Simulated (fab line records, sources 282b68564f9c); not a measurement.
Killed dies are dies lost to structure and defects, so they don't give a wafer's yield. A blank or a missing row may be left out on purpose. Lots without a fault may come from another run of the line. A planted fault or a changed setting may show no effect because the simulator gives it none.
Which tool did it? | flow rit_cmos | 14 lots, 42 wafers sampled, at 4 steps of a route of 202

WHAT THE GAUGES READ, wafer by wafer
RIT_SILICIDE_RS_MEAS_02: measures by four-point-probe.
lot  | measured    | on            | SILICIDE_TI_RS (ohm/sq)
L448 | day 3 03:56 | film_metro-04 | 48.8 48.7 47.6
L449 | day 3 08:43 | film_metro-01 | 48.5 47.9 47.3
L451 | day 4 00:32 | film_metro-04 | 48.8 47.7 47.1
L452 | day 4 06:41 | film_metro-04 | 50.1 48.1 49.5
L454 | day 4 14:22 | film_metro-04 | 47.9 48.3 47.5
L455 | day 4 19:29 | film_metro-04 | 49.6 48.5 48.4
L456 | day 5 02:50 | film_metro-01 | 48.2 47.0 47.4
L457 | day 5 08:05 | film_metro-04 | 48.2 47.9 47.8
L458 | day 5 14:34 | film_metro-01 | 48.9 49.7 48.5
L459 | day 5 17:08 | film_metro-04 | 48.8 48.8 47.4
L468 | day 8 05:24 | film_metro-04 | 47.8 48.5 47.6
L469 | day 8 06:56 | film_metro-04 | 48.2 47.6 46.8
L470 | day 8 18:00 | film_metro-01 | 46.7 46.4 48.1
L471 | day 8 19:48 | film_metro-01 | 47.1 47.7 48.1

RIT_M1_THK_MEAS_02: measures by xrf.
lot  | measured    | on            | M1_AL_THK (nm)
L448 | day 3 07:04 | film_metro-02 | 410 413 406
L449 | day 3 11:45 | film_metro-03 | 407 408 406
L451 | day 4 03:37 | film_metro-01 | 398 402 395
L452 | day 4 09:40 | film_metro-02 | 409 407 400
L454 | day 4 17:44 | film_metro-02 | 402 399 395
L455 | day 4 22:38 | film_metro-01 | 407 404 398
L456 | day 5 06:04 | film_metro-02 | 406 401 402
L457 | day 5 11:06 | film_metro-02 | 408 407 415
L458 | day 5 17:43 | film_metro-02 | 413 402 408
L459 | day 5 20:06 | film_metro-02 | 406 408 404
L468 | day 8 08:33 | film_metro-01 | 410 409 406
L469 | day 8 09:57 | film_metro-02 | 392 400 407
L470 | day 8 21:21 | film_metro-02 | 407 403 403
L471 | day 8 23:05 | film_metro-03 | 405 410 412

RIT_M1_CD_MEAS_90: target cd 2600 nm.
lot  | measured    | on        | cd_nm (nm)
L448 | day 3 08:55 | cd_sem-02 | 2599.6 2601.6 2600.8
L449 | day 3 13:37 | cd_sem-02 | 2607.7 2600.1 2605.1
L451 | day 4 05:38 | cd_sem-01 | 2599.7 2600.8 2598.6
L452 | day 4 11:40 | cd_sem-02 | 2599.6 2603.1 2602.6
L454 | day 4 19:46 | cd_sem-01 | 2598.4 2597.0 2600.0
L455 | day 5 00:30 | cd_sem-01 | 2600.7 2599.7 2599.1
L456 | day 5 08:02 | cd_sem-01 | 2598.7 2599.0 2599.2
L457 | day 5 13:15 | cd_sem-01 | 2601.3 2598.1 2598.2
L458 | day 5 19:52 | cd_sem-01 | 2601.8 2601.6 2600.7
L459 | day 5 21:59 | cd_sem-02 | 2600.8 2601.5 2600.1
L468 | day 8 10:40 | cd_sem-01 | 2599.0 2599.6 2599.3
L469 | day 8 12:07 | cd_sem-01 | 2597.5 2597.0 2598.0
L470 | day 8 23:22 | cd_sem-02 | 2599.0 2596.0 2598.1
L471 | day 9 01:08 | cd_sem-01 | 2603.1 2602.1 2602.3

WHICH TOOL RAN EACH LOT (tool, then ch and the chambers of the sampled wafers, then the start)
lot  | RIT_NWELL_DEVELOP_05
L448 | litho_track-04 ch 0, day 1 22:00
L449 | litho_track-01 ch 0, day 2 01:00
L451 | litho_track-01 ch 0, day 2 13:00
L452 | litho_track-04 ch 0, day 2 17:00
L454 | litho_track-02 ch 0, day 3 04:00
L455 | litho_track-02 ch 0, day 3 09:00
L456 | litho_track-01 ch 0, day 3 18:00
L457 | litho_track-02 ch 0, day 3 21:00
L458 | litho_track-01 ch 0, day 4 01:00
L459 | litho_track-04 ch 0, day 4 05:00
L468 | litho_track-04, day 6 13:00
L469 | litho_track-02, day 6 13:00
L470 | litho_track-04 ch 0, day 7 03:00
L471 | litho_track-02 ch 0, day 7 04:00
- RIT_NWELL_DEVELOP_05: develop time 68 s.

WHAT THE TOOLS THEMSELVES READ (means of the sampled wafers that have a number; where no wafer has one, the mark that the record gives instead)
RIT_NWELL_DEVELOP_05.
lot  | tool           | chill_plate_temp_C (C)
L448 | litho_track-04 | 23.14
L449 | litho_track-01 | 22.92
L451 | litho_track-01 | 22.97
L452 | litho_track-04 | 23.02
L454 | litho_track-02 | 23.15
L455 | litho_track-02 | 23.12
L456 | litho_track-01 | 23.13
L457 | litho_track-02 | 23.08
L458 | litho_track-01 | 22.99
L459 | litho_track-04 | 22.87
L468 | litho_track-04 | -
L469 | litho_track-02 | -
L470 | litho_track-04 | 23.08
L471 | litho_track-02 | 22.95

THE ANSWER, worked out from the rows above alone
Rule: what is usual is taken from the lots themselves. Put in order of their means at a reading, lots are off if they are a third of the lots or fewer, leave a main group of 4 or more, and stand apart from it by a gap of 3 or more times the standard deviation of the main group's means; of several such gaps the widest counts. A main group whose means are all the same, to the digits that the tables above print for the reading, isn't used. A lot without any number at a reading at which 4 lots or more have one is off too. The other lots that the step has rows for count as sound. The gauges are gone through in route order, then the tools' own readings, and for those a lot's mean is taken as printed above. The first step at which some lot is off is used, and at that step the reading that is off furthest; a lot without a number counts as furthest.
Off: L468, L469, at RIT_NWELL_DEVELOP_05 (chill_plate_temp_C). Without a number there: L468, L469. The main group: mean 23.04 C, standard deviation 0.091.
A tool fits if, at that step or a process step before it, it ran every lot that is off, and no sound lot after the first of them. None of those tried fits.

WHAT THE SIMULATOR HAD PUT IN
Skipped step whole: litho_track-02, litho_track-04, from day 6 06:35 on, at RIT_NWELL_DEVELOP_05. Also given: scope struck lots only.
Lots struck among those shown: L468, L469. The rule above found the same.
